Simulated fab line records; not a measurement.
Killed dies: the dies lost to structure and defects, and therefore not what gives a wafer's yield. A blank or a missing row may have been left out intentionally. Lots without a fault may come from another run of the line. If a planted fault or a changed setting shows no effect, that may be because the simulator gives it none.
fab line records ; flow rit_cmos ; part 2 of 2: steps 36 to 49 of 49
[record] lots = 5; wafers = 15; last_day = 7
route steps=202 shown FOX2@23 NWELL@28 PWELL@39 WELLDRIVE@50 NRETRO@53 PRETRO@64
lots that met no fault: from a run of the same line without faults
start_h: hours from the record's opening day to when the first of the lot's shown wafers began ; wait_h: hours elapsed since this lot's preceding step ; " identical to the entry in the row above ; L1.1+2: a row that stands for several wafers ; - no value, or no start was given ; * or withheld: withheld ; < > ~ a bound
route shown NAME@n: names a module that has steps shown in the file, with the first one's number in the route ; usual: the fault-free wafers' mean and standard deviation ; same: alike in all rows ; chamber/n: place in a boat ; sites: each site's reading ; _std_site: how widely they spread, as a standard deviation ; _edge_site: outer sites' mean less inner sites' ; radius_mm: for every site, how far away it sits from the centre of the wafer ; mask NAME#n: copy n ; behind: tool/chamber where the wafer was last shaped ; hold: what put the lot on hold/how long, in hours/how the hold closed ; device: transistor that didn't switch, given as n, p or np ; end of line: the same wafers' tests at the end of the route ; a step given without rows: its recipe and nothing more ; killed: count of dies lost to structure and defects at first sort (not the wafer's yield) ; map: shows each die of a wafer: x if killed, . if not, _ if none is there
set.NAME: the setting the step ran with; set.NAME@STEP: the setting that earlier step ran with ; model.NAME: the simulator's own value behind a step, which no gauge read
a table for each step, a row for each wafer; lots at some steps of the route
services: a tool's chamber out of use, with start hour (start_h, from the record's first day; less than 0 if before it), hours out, and reason
[[steps]]
[step RIT_NRETRO_DEVELOP_05]
[recipe] resist = NOVOLAK; develop_time_s = 68; dev_temp_c = 23
lot.wafer;tool;chamber;start_h;wait_h
L074.1+2+4;litho_track-01;0;-;-
L077.2+3+6;litho_track-03;0;-;-
L086.1+4+6;litho_track-03;0;-;-
L088.4+5+6;litho_track-01;0;-;-
L095.2+3+4;litho_track-02;0;-;-
[step RIT_NRETRO_OVL_MEAS_06]
[usual] NRETRO_OVL = 0.1/1.7
lot.wafer;tool;chamber;start_h;wait_h;NRETRO_OVL[nm]
L074.1;overlay-01;-;30.68;-;-1.7
L074.2;overlay-01;-;30.68;-;-3.1
L074.4;overlay-01;-;30.68;-;-2.3
L077.2;overlay-01;-;46.15;-;-0.3
L077.3;overlay-01;-;46.15;-;-2.6
L077.6;overlay-01;-;46.15;-;-2.1
L086.1;overlay-02;-;93.91;-;-1.0
L086.4;overlay-02;-;93.91;-;-0.9
L086.6;overlay-02;-;93.91;-;0.6
L088.4;overlay-01;-;100.54;-;0.6
L088.5;overlay-01;-;100.54;-;3.4
L088.6;overlay-01;-;100.54;-;0.8
L095.2;overlay-02;-;137.15;-;-1.0
L095.3;overlay-02;-;137.15;-;-0.3
L095.4;overlay-02;-;137.15;-;0.7
[step RIT_NRETRO_HARDBAKE_07]
[recipe] resist = NOVOLAK; temp_c = 140; time_s = 120
lot.wafer;tool;chamber;start_h;wait_h
L074.1+2+4;litho_track-01;0;30.71;0.0
L077.2+3+6;litho_track-03;0;46.22;0.1
L086.1+4+6;litho_track-02;0;93.94;0.0
L088.4+5+6;litho_track-02;0;100.69;0.1
L095.2+3+4;litho_track-03;0;137.22;0.1
[step RIT_NRETRO_IMPLANT_08]
[recipe] species = P; energy_kev = 70; dose_cm2 = 1e+13; tilt_deg = 7
[same] implant_ion_amu = 31
lot.wafer;tool;chamber;start_h;wait_h
L074.1+2+4;implanter-04;0;31.10;0.3
L077.2+3+6;implanter-03;0;46.45;0.2
L086.1+4+6;implanter-01;0;94.19;0.2
L088.4+5+6;implanter-03;0;100.89;0.2
L095.2+3+4;implanter-04;0;137.46;0.2
[step RIT_NRETRO_STRIP_09]
[recipe] chemistry = O2; time_s = 180; resist = NOVOLAK; platen_temp_c = withheld; power_w = 500; pressure_mtorr = 4000; o2_flow_sccm = 4000
[usual] drypump_motor_current_A = 5.8/0.36
lot.wafer;tool;chamber;start_h;wait_h;drypump_motor_current_A;rf_hours_counter_h
L074.1;plasma_asher-02;0;31.25;0.1;5.7;37
L074.2;plasma_asher-02;1;31.25;0.1;5.8;37
L074.4;plasma_asher-02;0;31.25;0.1;5.7;-
L077.2;plasma_asher-01;1;46.58;0.1;6.5;42
L077.3;plasma_asher-01;1;46.58;0.1;6.5;-
L077.6;plasma_asher-01;0;46.58;0.1;5.3;-
L086.1;plasma_asher-01;0;94.34;0.1;5.2;47
L086.4;plasma_asher-01;0;94.34;0.1;5.2;-
L086.6;plasma_asher-01;1;94.34;0.1;6.5;-
L088.4;plasma_asher-02;1;101.02;0.1;5.7;-
L088.5;plasma_asher-02;1;101.02;0.1;5.8;-
L088.6;plasma_asher-02;0;101.02;0.1;5.7;-
L095.2;plasma_asher-02;0;137.58;0.1;5.7;2
L095.3;plasma_asher-02;0;137.58;0.1;5.7;-
L095.4;plasma_asher-02;1;137.58;0.1;5.8;-
[step RIT_NRETRO_TW_MEAS_10]
[usual] NRETRO_TW = 1067/5.9
lot.wafer;tool;chamber;start_h;wait_h;NRETRO_TW
L074.1;film_metro-03;-;31.42;0.1;1068
L074.2;film_metro-03;-;31.42;0.1;1062
L074.4;film_metro-03;-;31.42;0.1;1063
L077.2;film_metro-02;-;46.76;0.1;1062
L077.3;film_metro-02;-;46.76;0.1;1056
L077.6;film_metro-02;-;46.76;0.1;1067
L086.1;film_metro-03;-;94.52;0.1;1071
L086.4;film_metro-03;-;94.52;0.1;1064
L086.6;film_metro-03;-;94.52;0.1;1060
L088.4;film_metro-03;-;101.17;0.1;1064
L088.5;film_metro-03;-;101.17;0.1;1069
L088.6;film_metro-03;-;101.17;0.1;1064
L095.2;film_metro-04;-;137.77;0.1;1073
L095.3;film_metro-04;-;137.77;0.1;1074
L095.4;film_metro-04;-;137.77;0.1;1085
[step RIT_PRETRO_HMDS_00]
[recipe] prime_time_s = 60; prime_temp_c = 140
lot.wafer;tool;chamber;start_h;wait_h
L074.1+2+4;litho_track-04;0;31.48;0.1
L077.2+3+6;litho_track-04;0;46.84;0.1
L086.1+4+6;litho_track-01;0;94.58;0.1
L088.4+5+6;litho_track-02;0;101.27;0.1
L095.2+3+4;litho_track-02;0;137.91;0.1
[step RIT_PRETRO_COAT_01]
[recipe] resist = NOVOLAK; spin_rpm = 2000; resist_thk_nm = 1300
[usual] dispense_pressure_kPa = 49.9/1.1
lot.wafer;tool;chamber;start_h;wait_h;dispense_pressure_kPa
L074.1;litho_track-04;0;31.63;0.1;50.6
L074.2;litho_track-04;0;31.63;0.1;50.6
L074.4;litho_track-04;0;31.63;0.1;50.6
L077.2;litho_track-04;0;46.99;0.1;50.6
L077.3;litho_track-04;0;46.99;0.1;50.6
L077.6;litho_track-04;0;46.99;0.1;50.6
L086.1;litho_track-01;0;94.73;0.1;50.7
L086.4;litho_track-01;0;94.73;0.1;50.7
L086.6;litho_track-01;0;94.73;0.1;50.7
L088.4;litho_track-02;0;101.42;0.1;48.4
L088.5;litho_track-02;0;101.42;0.1;48.4
L088.6;litho_track-02;0;101.42;0.1;48.4
L095.2;litho_track-02;0;138.06;0.1;48.4
L095.3;litho_track-02;0;138.06;0.1;48.4
L095.4;litho_track-02;0;138.06;0.1;48.4
[step RIT_PRETRO_SOFTBAKE_02]
[recipe] resist = NOVOLAK; temp_c = 90; time_s = 60
lot.wafer;tool;chamber;start_h;wait_h
L074.1+2+4;litho_track-04;0;31.78;0.1
L077.2+3+6;litho_track-04;0;47.14;0.1
L086.1+4+6;litho_track-01;0;94.88;0.1
L088.4+5+6;litho_track-02;0;101.57;0.1
L095.2+3+4;litho_track-02;0;138.21;0.1
[step RIT_PRETRO_EXPOSE_03]
[recipe] mask_id = M5; na = 0.57; target_cd_nm = 43700; dose_mj = 250
[usual] stage_vel_mm_s = 499.97/0.22
[same] na = 0.57
lot.wafer;tool;chamber;start_h;wait_h;mask;stage_vel_mm_s
L074.1;iline_stepper-01;0;32.06;0.2;M5#0;499.87
L074.2;iline_stepper-01;0;32.06;0.2;M5#0;499.96
L074.4;iline_stepper-01;0;32.06;0.2;M5#0;499.73
L077.2;iline_stepper-01;0;47.28;0.1;M5#0;499.94
L077.3;iline_stepper-01;0;47.28;0.1;M5#0;500.06
L077.6;iline_stepper-01;0;47.28;0.1;M5#0;499.92
L086.1;iline_stepper-01;0;95.15;0.2;M5#0;499.80
L086.4;iline_stepper-01;0;95.15;0.2;M5#0;500.13
L086.6;iline_stepper-01;0;95.15;0.2;M5#0;499.86
L088.4;iline_stepper-02;0;101.83;0.2;M5#0;500.01
L088.5;iline_stepper-02;0;101.83;0.2;M5#0;499.60
L088.6;iline_stepper-02;0;101.83;0.2;M5#0;499.56
L095.2;iline_stepper-02;0;138.39;0.2;M5#0;500.24
L095.3;iline_stepper-02;0;138.39;0.2;M5#0;500.36
L095.4;iline_stepper-02;0;138.39;0.2;M5#0;499.66
[step RIT_PRETRO_PEB_04]
[recipe] resist = NOVOLAK; temp_c = withheld; time_s = withheld
lot.wafer;tool;chamber;start_h;wait_h
L074.1+2+4;litho_track-01;0;32.18;0.1
L077.2+3+6;litho_track-01;0;47.41;0.1
L086.1+4+6;litho_track-01;0;95.27;0.1
L088.4+5+6;litho_track-02;0;101.96;0.1
L095.2+3+4;litho_track-04;0;138.61;0.2
[step RIT_PRETRO_DEVELOP_05]
[recipe] resist = NOVOLAK; develop_time_s = 68; dev_temp_c = 23
lot.wafer;tool;chamber;start_h;wait_h
L074.1+2+4;litho_track-01;0;-;-
L077.2+3+6;litho_track-01;0;-;-
L086.1+4+6;litho_track-01;0;-;-
L088.4+5+6;litho_track-02;0;-;-
L095.2+3+4;litho_track-04;0;-;-
[step RIT_PRETRO_OVL_MEAS_06]
[usual] PRETRO_OVL = -0.3/1.3
lot.wafer;tool;chamber;start_h;wait_h;PRETRO_OVL[nm]
L074.1;overlay-01;-;32.49;-;1.9
L074.2;overlay-01;-;32.49;-;1.2
L074.4;overlay-01;-;32.49;-;-1.7
L077.2;overlay-02;-;47.70;-;0.7
L077.3;overlay-02;-;47.70;-;-0.1
L077.6;overlay-02;-;47.70;-;-2.1
L086.1;overlay-01;-;95.58;-;-0.9
L086.4;overlay-01;-;95.58;-;-0.7
L086.6;overlay-01;-;95.58;-;-1.1
L088.4;overlay-02;-;102.22;-;0.3
L088.5;overlay-02;-;102.22;-;-0.1
L088.6;overlay-02;-;102.22;-;-0.6
L095.2;overlay-01;-;138.90;-;0.6
L095.3;overlay-01;-;138.90;-;2.9
L095.4;overlay-01;-;138.90;-;2.3
[step RIT_PRETRO_HARDBAKE_07]
[recipe] resist = NOVOLAK; temp_c = 140; time_s = 120
lot.wafer;tool;chamber;start_h;wait_h
L074.1+2+4;litho_track-01;0;32.53;0.0
L077.2+3+6;litho_track-02;0;47.77;0.1
L086.1+4+6;litho_track-01;0;95.62;0.0
L088.4+5+6;litho_track-02;0;102.36;0.1
L095.2+3+4;litho_track-01;0;138.98;0.1
[[services]]
tool;chamber;start_h;hours;kind
iline_stepper-02;0;3.72;-;calibration
implanter-04;-;16.07;1.6;repair
furnace-01;-;17.56;3.5;pm
plasma_asher-04;-;32.25;2.2;repair
furnace-03;-;35.50;3.8;pm
implanter-04;-;38.37;0.7;repair
plasma_asher-03;-;41.25;0.8;repair
implanter-03;-;41.36;1.0;repair
iline_stepper-02;-;46.59;15.0;repair
iline_stepper-02;-;61.61;1.7;pm
implanter-03;-;68.20;1.5;repair
furnace-03;-;72.40;3.4;pm
wet_bench-03;-;79.36;2.7;repair
implanter-03;-;84.37;1.6;repair
furnace-01;-;96.51;4.2;pm
plasma_asher-03;-;99.91;28.1;pm
plasma_asher-02;-;108.75;9.0;pm
wet_bench-03;-;111.24;2.2;repair
furnace-04;-;115.36;3.7;pm
plasma_asher-01;-;129.07;1.5;repair
iline_stepper-01;-;130.23;28.9;pm
implanter-04;-;131.21;5.2;repair
plasma_asher-03;-;136.23;5.4;repair
implanter-04;-;138.11;16.1;pm
